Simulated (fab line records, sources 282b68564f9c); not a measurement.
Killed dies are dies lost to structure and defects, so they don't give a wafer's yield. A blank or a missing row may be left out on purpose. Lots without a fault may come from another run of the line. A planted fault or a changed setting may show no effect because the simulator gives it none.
Split-lot experiment | flow rit_cmos | 5 lots, 23 wafers read, on a route of 202 steps

THE SPLIT
At RIT_REOX_OXIDATION_03 (target thk 25.2 nm, ox time 5580 s), the setting ox_time_s was moved away from the recipe's 5580 s on 20 of the 23 wafers read, by -12.7% to +13.1%. The other wafers ran this setting at the recipe's value.

The file shows no step between the split and the reading.

THE READING
REOX_OXIDE_THK, in nm, at RIT_REOX_THK_MEAS_04. Fault-free wafers of this fab line usually give 25.0 nm, standard deviation 0.41 nm.

wafer  | tool, chamber at the split | ox_time_s as run, s | against the recipe | REOX_OXIDE_THK, nm | against lot-mates on the recipe
L074.2 | -, -                       | 4869                | -12.7%             | 23.0               | no lot-mate on the recipe
L074.3 | -, -                       | 4869                | -12.7%             | 23.8               | no lot-mate on the recipe
L074.4 | -, -                       | 4869                | -12.7%             | 23.4               | no lot-mate on the recipe
L074.5 | -, -                       | 4869                | -12.7%             | 23.4               | no lot-mate on the recipe
L074.6 | -, -                       | 4869                | -12.7%             | 23.2               | no lot-mate on the recipe
L076.1 | -, -                       | 6309                | +13.1%             | 26.9               | no lot-mate on the recipe
L076.2 | -, -                       | 6309                | +13.1%             | 27.2               | no lot-mate on the recipe
L076.3 | -, -                       | 6309                | +13.1%             | 26.8               | no lot-mate on the recipe
L076.4 | -, -                       | 6309                | +13.1%             | 26.8               | no lot-mate on the recipe
L076.6 | -, -                       | 6309                | +13.1%             | 27.1               | no lot-mate on the recipe
L077.1 | -, -                       | 5822                | +4.3%              | 25.8               | no lot-mate on the recipe
L077.2 | -, -                       | 5822                | +4.3%              | 26.1               | no lot-mate on the recipe
L077.3 | -, -                       | 5822                | +4.3%              | 26.0               | no lot-mate on the recipe
L077.5 | -, -                       | 5822                | +4.3%              | 25.7               | no lot-mate on the recipe
L077.6 | -, -                       | 5822                | +4.3%              | 25.9               | no lot-mate on the recipe
L082.2 | -, -                       | 6044                | +8.3%              | 26.9               | no lot-mate on the recipe
L082.3 | -, -                       | 6044                | +8.3%              | 26.3               | no lot-mate on the recipe
L082.4 | -, -                       | 6044                | +8.3%              | 26.4               | no lot-mate on the recipe
L082.5 | -, -                       | 6044                | +8.3%              | 26.6               | no lot-mate on the recipe
L082.6 | -, -                       | 6044                | +8.3%              | 25.9               | no lot-mate on the recipe
L083.1 | furnace-04, 0              | 5580                | recipe             | 24.0               | -
L083.3 | furnace-04, 0              | 5580                | recipe             | 24.3               | -
L083.4 | furnace-04, 0              | 5580                | recipe             | 24.3               | -

THE FIT
A straight line over all 23 wafers: REOX_OXIDE_THK changes by +0.146 nm for each +1% of ox_time_s; r = +0.96; the points scatter about the line by 0.43 nm.
Too few moved wafers have a lot-mate on the recipe to fit a line with each lot's own level taken away.

THE WHOLE CHAIN: every reading that the file lists as answering this split, in the file's order
step                  | what it does                       | reading                                                                           | change (the file's fit)               | r (the file's)
RIT_REOX_OXIDATION_03 | target thk 25.2 nm, ox time 5580 s | SiO2_of_REOX_OXIDATION_03.thk_nm (the simulator's own value, which no gauge read) | +0.145 nm for each +1% of the setting | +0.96
RIT_REOX_THK_MEAS_04  |                                    | REOX_OXIDE_THK                                                                    | +0.146 for each +1% of the setting    | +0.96

THE FILE'S OWN FIT
REOX_OXIDE_THK changes by +0.146 nm for each +1% of ox_time_s, r = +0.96.
